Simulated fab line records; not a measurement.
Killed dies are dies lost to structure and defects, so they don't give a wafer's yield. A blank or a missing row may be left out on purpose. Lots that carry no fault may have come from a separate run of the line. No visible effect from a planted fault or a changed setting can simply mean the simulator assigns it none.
Split-lot trial    flow berkeleyCmos170    23 wafers read from 5 lots, route of 331 steps

THE SPLIT
At UCB170_M2_METAL_ETCH_18 (etches Al in Cl2/BCl3, stops on SiO2, target depth 1170 nm, time 195 s), the setting overEtchFrac was moved away from the recipe's 0.3 on 8 of the 23 wafers read, by -25.2% to +25.0%. For the rest of the wafers, this setting stayed at what the recipe calls for.

Between the split and the reading, the file records no step.

THE READING
oesProductAu, in a.u., at UCB170_M2_STRIP_19 (strips in O2). Typical for fault-free wafers on this fab line: 0.543 a.u., with standard deviation 0.02 a.u.

wafer   tool, chamber at the split  overEtchFrac as run  against the recipe  oesProductAu, a.u.  against lot-mates on the recipe
L075.1  rieMetal-04, 1              0.375                +25.0%              0.484               -0.057
L075.2  rieMetal-04, 0              0.3                  recipe              0.546               -
L075.3  rieMetal-04, 0              0.3                  recipe              0.535               -
L075.5  rieMetal-04, 1              0.375                +25.0%              0.480               -0.061
L075.6  rieMetal-04, 0              0.3                  recipe              0.542               -
L080.1  rieMetal-03, 0              0.3                  recipe              0.567               -
L080.2  rieMetal-03, 1              0.3                  recipe              0.543               -
L080.3  rieMetal-03, 0              0.3                  recipe              0.565               -
L080.5  rieMetal-03, 0              0.3328               +10.9%              0.540               -0.018
L080.6  rieMetal-03, 1              0.3328               +10.9%              0.524               -0.034
L077.2  rieMetal-04, 1              0.2439               -18.7%              0.572               +0.027
L077.3  rieMetal-04, 1              0.2439               -18.7%              0.554               +0.009
L077.4  rieMetal-04, 0              0.3                  recipe              0.557               -
L077.5  rieMetal-04, 0              0.3                  recipe              0.551               -
L077.6  rieMetal-04, 1              0.3                  recipe              0.526               -
L083.1  rieMetal-04, 0              0.3                  recipe              0.550               -
L083.3  rieMetal-04, 1              0.3                  recipe              0.538               -
L083.4  rieMetal-04, 0              0.3                  recipe              0.551               -
L085.2  rieMetal-01, 0              0.3                  recipe              0.522               -
L085.3  rieMetal-01, 0              0.3                  recipe              0.523               -
L085.4  rieMetal-01, 0              0.2245               -25.2%              0.554               +0.035
L085.5  rieMetal-01, 0              0.3                  recipe              0.513               -
L085.6  rieMetal-01, 0              0.2245               -25.2%              0.556               +0.037

THE FIT
A straight line over all 23 wafers: oesProductAu changes by -0.00137 a.u. for each +1% of overEtchFrac; r = -0.73; the points scatter about the line by 0.017 a.u.
The same after taking each lot's own level away (the mean of its wafers on the recipe; 23 wafers): -0.00176 a.u. for each +1%; r = -0.91; scatter 0.01 a.u.
That fit puts the effect of the largest move of overEtchFrac on the reading at 0.044 a.u.
Across the lots, their own levels run from 0.5193 to 0.5583 a.u., a range of 1.9 times the standard deviation given above.
So the lot-to-lot level blurs the effect unless lot-mates are compared.
Check: with one of the wafers moved furthest among these (-25.2%) left out of the fit, the line predicts +0.0418 a.u. for it against its lot-mates. Against them it came out at +0.0347 a.u.

FURTHER SPLITS ON THESE WAFERS
Note: prior to the reading, these wafers also went through further splits. Each is held against what the fit with the lots' levels taken away leaves over:
other split on the same wafers  wafers away from the commonest value  r with oesProductAu (lot level and that fit taken away)
UCB170_V1_EXPOSE_09 doseMj      5                                     +0.14
UCB170_M2_COAT_05 resistThkNm   4                                     -0.06

THE WHOLE CHAIN: every reading that the file lists as answering this split, in the file's order
step                     what it does                                                            reading                                                                   change (the file's fit)                    r (the file's)
UCB170_M2_METAL_ETCH_18  etches Al in Cl2/BCl3, stops on SiO2, target depth 1170 nm, time 195 s  KrF_of_M2_COAT_10.thkNm (the simulator's own value, which no gauge read)  -1.77 nm for each +1% of the setting       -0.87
UCB170_M2_STRIP_19       strips in O2                                                            oesProductAu                                                              -0.00174 a.u. for each +1% of the setting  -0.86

THE FILE'S OWN FIT
oesProductAu changes by -0.00174 a.u. for each +1% of overEtchFrac, r = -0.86.
